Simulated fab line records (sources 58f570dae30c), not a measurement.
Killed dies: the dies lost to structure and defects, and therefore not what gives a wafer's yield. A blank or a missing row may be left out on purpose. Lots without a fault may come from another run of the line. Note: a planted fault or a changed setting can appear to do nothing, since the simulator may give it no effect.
Comparing a struck lot with a sound one ; flow berkeley cmos170 ; 19 out of 331 route steps
Sound: wafers L393.1, L393.3, L393.4. Wafers struck: L389.1, L389.4, L389.5. The cause is given at the end.
At each step with rows: each side's tool, then ch and its chambers, then its first start. Under that, the readings that differ: sound wafers ; struck wafers ; difference of the means ; sigmas: that difference in standard deviations of wafers without a fault.
alike: a reading whose means differ by less than 2 such deviations, as well as words and numbers matching on both sides. not compared: withheld readings; readings where some wafer has no value; bounds like >300 that might hide an equal value; numbers whose values overlap and for which the record gives no deviation.
A row with sigmas, a row that says differs or no value, or rows on one side alone: a step with any of these is where the two part. Numbers that have no deviation but don't overlap get no sigmas and don't part them. A reading missing from all wafers of one side parts the sides only when that side holds two or more wafers.

first, 3 steps without rows for these wafers: UCB170_PWELL_CLEAN_00 (cleans in SPM, time 600 s); UCB170_PWELL_CLEAN_01 (cleans in dHF, time 60 s); UCB170_PWELL_OXIDATION_02 (target thk 26.4 nm, ox time 1260 s).
UCB170_PWELL_THK_MEAS_03:
  sound: film metro-03 at day 5 14:44; struck: film metro-01 at day 5 01:50
  alike: PWELL_OXIDE_THK
then, 2 steps without rows for these wafers: UCB170_PWELL_ANNEAL_04 (time 900 s); UCB170_PWELL_CVD_05 (deposits Si3N4 from SiH2Cl2/NH3, target thk 220 nm, time 3300 s).
UCB170_PWELL_THK_MEAS_06:
  sound: film metro-01 at day 5 20:55; struck: film metro-04 at day 5 08:17
  alike: PWELL_NITRIDE_THK
then, 5 steps without rows for these wafers: UCB170_PWELL_HMDS_07 (prime time 60 s); UCB170_PWELL_COAT_08 (resist thk 900 nm); UCB170_PWELL_SOFTBAKE_09 (time 60 s); UCB170_PWELL_EXPOSE_10 (exposes mask PWELL, target cd 3000 nm); UCB170_PWELL_PEB_11.
UCB170_PWELL_DEVELOP_12: develop time 45 s.
  sound on litho track-02 ch 0, day 5 22:00; struck on litho track-03 ch 0, day 5 09:00
UCB170_PWELL_OVL_MEAS_13:
  sound: overlay-01 at day 5 22:33; struck: overlay-01 at day 5 09:48
  alike: PWELL_OVL
UCB170_PWELL_ETCH_14: etches Si3N4 in CH3F/Ar/O2, stops on SiO2, target depth 242 nm, time 151 s.
  sound on rie diel-03 ch 1,2,3, day 5 22:35; struck on rie diel-03 ch 1,2, day 5 09:50
  alike: drypump motor current A, oes product au, throttle valve pct
  not compared: rf hours counter h
after that, 1 step had no rows for these wafers: UCB170_PWELL_IMPLANT_15.
UCB170_PWELL_STRIP_16: strips in O2.
  sound on plasma asher-03 ch 0,1, day 5 22:50; struck on plasma asher-02 ch 1, day 5 10:05
reading;sound;struck;difference;sigmas
drypump motor current A (A);5.9 5.7 5.9;4.8 4.8 4.8;-1.0;-2
o2 flow sccm (sccm);399.1 399.0 396.9;402.0 402.0 402.4;+3.8;+3
  alike: oes product au, strip time to endpoint s
  not compared: rf hours counter h
UCB170_PWELL_TW_MEAS_17:
  sound: film metro-01 at day 5 22:56; struck: film metro-04 at day 5 10:11
reading;sound;struck;difference;sigmas
PWELL_TW;374.9 374.0 375.0;54.0 54.7 51.5;-321.2;-99 or more
then, 1 step without rows for these wafers: UCB170_PWELL_CLEAN_18 (cleans in SPM, time 600 s).

WHERE THEY PART
At UCB170_PWELL_STRIP_16 first; at UCB170_PWELL_TW_MEAS_17 last (within this record only).

WHY: the cause the simulator had injected
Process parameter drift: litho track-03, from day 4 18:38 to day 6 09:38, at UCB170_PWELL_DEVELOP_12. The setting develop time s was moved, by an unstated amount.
